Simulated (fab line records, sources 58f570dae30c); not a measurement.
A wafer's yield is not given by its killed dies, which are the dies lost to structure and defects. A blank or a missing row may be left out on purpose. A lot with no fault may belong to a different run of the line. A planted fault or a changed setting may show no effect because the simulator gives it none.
The tool behind it: which one? / flow berkeley_cmos170 / Sampling: 14 lots, 42 wafers, 2 of 331 route steps

== WHAT EACH GAUGE READ, for each wafer ==
UCB170_ACTIVE_THK_MEAS_06. Usual: ACTIVE_NITRIDE_THK gives 220.3 nm (standard deviation 1.7).
lot=L274; measured=day 4 12:25; on=film_metro-03; ACTIVE_NITRIDE_THK (nm)=220.2 222.7 220.7; flag=
lot=L275; measured=day 4 20:00; on=film_metro-03; ACTIVE_NITRIDE_THK (nm)=217.6 217.4 218.5; flag=
lot=L276; measured=day 4 20:01; on=film_metro-04; ACTIVE_NITRIDE_THK (nm)=221.6 221.3 223.2; flag=
lot=L277; measured=day 4 20:03; on=film_metro-02; ACTIVE_NITRIDE_THK (nm)=222.1 223.8 222.2; flag=
lot=L278; measured=day 5 10:38; on=film_metro-02; ACTIVE_NITRIDE_THK (nm)=218.8 221.1 220.5; flag=
lot=L279; measured=day 5 10:37; on=film_metro-03; ACTIVE_NITRIDE_THK (nm)=222.6 220.9 221.4; flag=
lot=L280; measured=day 5 16:23; on=film_metro-03; ACTIVE_NITRIDE_THK (nm)=217.6 217.3 218.2; flag=
lot=L282; measured=day 6 01:49; on=film_metro-04; ACTIVE_NITRIDE_THK (nm)=219.5 218.3 219.1; flag=
lot=L285; measured=day 6 18:03; on=film_metro-03; ACTIVE_NITRIDE_THK (nm)=221.5 220.9 221.2; flag=
lot=L287; measured=day 6 22:35; on=film_metro-04; ACTIVE_NITRIDE_THK (nm)=221.6 220.7 223.3; flag=
lot=L288; measured=day 6 22:35; on=film_metro-02; ACTIVE_NITRIDE_THK (nm)=222.0 221.2 222.3; flag=
lot=L289; measured=day 7 09:26; on=film_metro-03; ACTIVE_NITRIDE_THK (nm)=349.0 349.4 347.7; flag=OFF
lot=L290; measured=day 7 09:25; on=film_metro-04; ACTIVE_NITRIDE_THK (nm)=348.7 350.6 349.3; flag=OFF
lot=L292; measured=day 7 22:58; on=film_metro-03; ACTIVE_NITRIDE_THK (nm)=218.7 222.3 221.1; flag=

== EACH LOT AND THE TOOL THAT RAN IT (in order: tool; ch and the chambers of the sampled wafers; start) ==
lot=L274; UCB170_ACTIVE_CVD_05=lpcvd-02 ch 0, day 4 09:32
lot=L275; UCB170_ACTIVE_CVD_05=lpcvd-01 ch 0, day 4 18:04
lot=L276; UCB170_ACTIVE_CVD_05=lpcvd-01 ch 1, day 4 18:04
lot=L277; UCB170_ACTIVE_CVD_05=lpcvd-01 ch 0, day 4 18:04
lot=L278; UCB170_ACTIVE_CVD_05=lpcvd-02 ch 0, day 5 08:41
lot=L279; UCB170_ACTIVE_CVD_05=lpcvd-02 ch 0, day 5 08:41
lot=L280; UCB170_ACTIVE_CVD_05=lpcvd-02 ch 1, day 5 14:28
lot=L282; UCB170_ACTIVE_CVD_05=lpcvd-02 ch 1, day 5 23:55
lot=L285; UCB170_ACTIVE_CVD_05=lpcvd-01 ch 0, day 6 16:07
lot=L287; UCB170_ACTIVE_CVD_05=lpcvd-01 ch 1, day 6 20:40
lot=L288; UCB170_ACTIVE_CVD_05=lpcvd-01 ch 0, day 6 20:40
lot=L289; UCB170_ACTIVE_CVD_05=lpcvd-01 ch 1, day 7 07:30
lot=L290; UCB170_ACTIVE_CVD_05=lpcvd-01 ch 0, day 7 07:30
lot=L292; UCB170_ACTIVE_CVD_05=lpcvd-02 ch 1, day 7 21:01
- UCB170_ACTIVE_CVD_05: deposits Si3N4 from SiH2Cl2/NH3, target thk 220 nm, time 3300 s.

== AS READ BY THE TOOLS THEMSELVES (means over the sampled wafers that have a number; for cases with no such wafer, the mark the record gives instead) ==
UCB170_ACTIVE_CVD_05. Usual: spike_tc_source_C reads 822.0 C (standard deviation 1.2).
lot=L274; tool=lpcvd-02; spike_tc_source_C (C)=820.8; flag=
lot=L275; tool=lpcvd-01; spike_tc_source_C (C)=822.9; flag=
lot=L276; tool=lpcvd-01; spike_tc_source_C (C)=822.3; flag=
lot=L277; tool=lpcvd-01; spike_tc_source_C (C)=822.6; flag=
lot=L278; tool=lpcvd-02; spike_tc_source_C (C)=822.5; flag=
lot=L279; tool=lpcvd-02; spike_tc_source_C (C)=822.1; flag=
lot=L280; tool=lpcvd-02; spike_tc_source_C (C)=821.0; flag=
lot=L282; tool=lpcvd-02; spike_tc_source_C (C)=819.9; flag=
lot=L285; tool=lpcvd-01; spike_tc_source_C (C)=822.8; flag=
lot=L287; tool=lpcvd-01; spike_tc_source_C (C)=822.0; flag=
lot=L288; tool=lpcvd-01; spike_tc_source_C (C)=822.1; flag=
lot=L289; tool=lpcvd-01; spike_tc_source_C (C)=822.4; flag=
lot=L290; tool=lpcvd-01; spike_tc_source_C (C)=822.2; flag=
lot=L292; tool=lpcvd-02; spike_tc_source_C (C)=820.7; flag=

== THE ANSWER, worked out from the rows above alone ==
Rule: take the mean of a lot's wafers that have a number; if it is more than 3 standard deviations from the usual mean, the lot is off. A lot without any number at a reading at which 4 lots or more have one is off too. The other lots that the step has rows for count as sound. First the gauges in route order, then the tools' own readings, where a lot's mean is used as printed above. At the first step where some lot is off, the reading lying furthest off is the one used; lots without a number count as furthest.
Off: L289, L290, seen at UCB170_ACTIVE_THK_MEAS_06 (ACTIVE_NITRIDE_THK).
A tool fits if, at a process step before that reading, it ran every lot that is off, and no sound lot after the first of them. The gauges at UCB170_ACTIVE_THK_MEAS_06 are tried like those tools. One candidate fits, namely lpcvd-01 at UCB170_ACTIVE_CVD_05. Its last sound lot is L287 (day 6 20:40), its first lot that is off L289 (day 7 07:30): a fault that began between those two fits.

== WHAT THE SIMULATOR PUT IN ==
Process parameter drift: lpcvd-01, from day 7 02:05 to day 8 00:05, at UCB170_ACTIVE_CVD_05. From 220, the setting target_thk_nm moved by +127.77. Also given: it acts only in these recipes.
Shown lots that were struck: L290, L289. This agrees with what the rule above found.
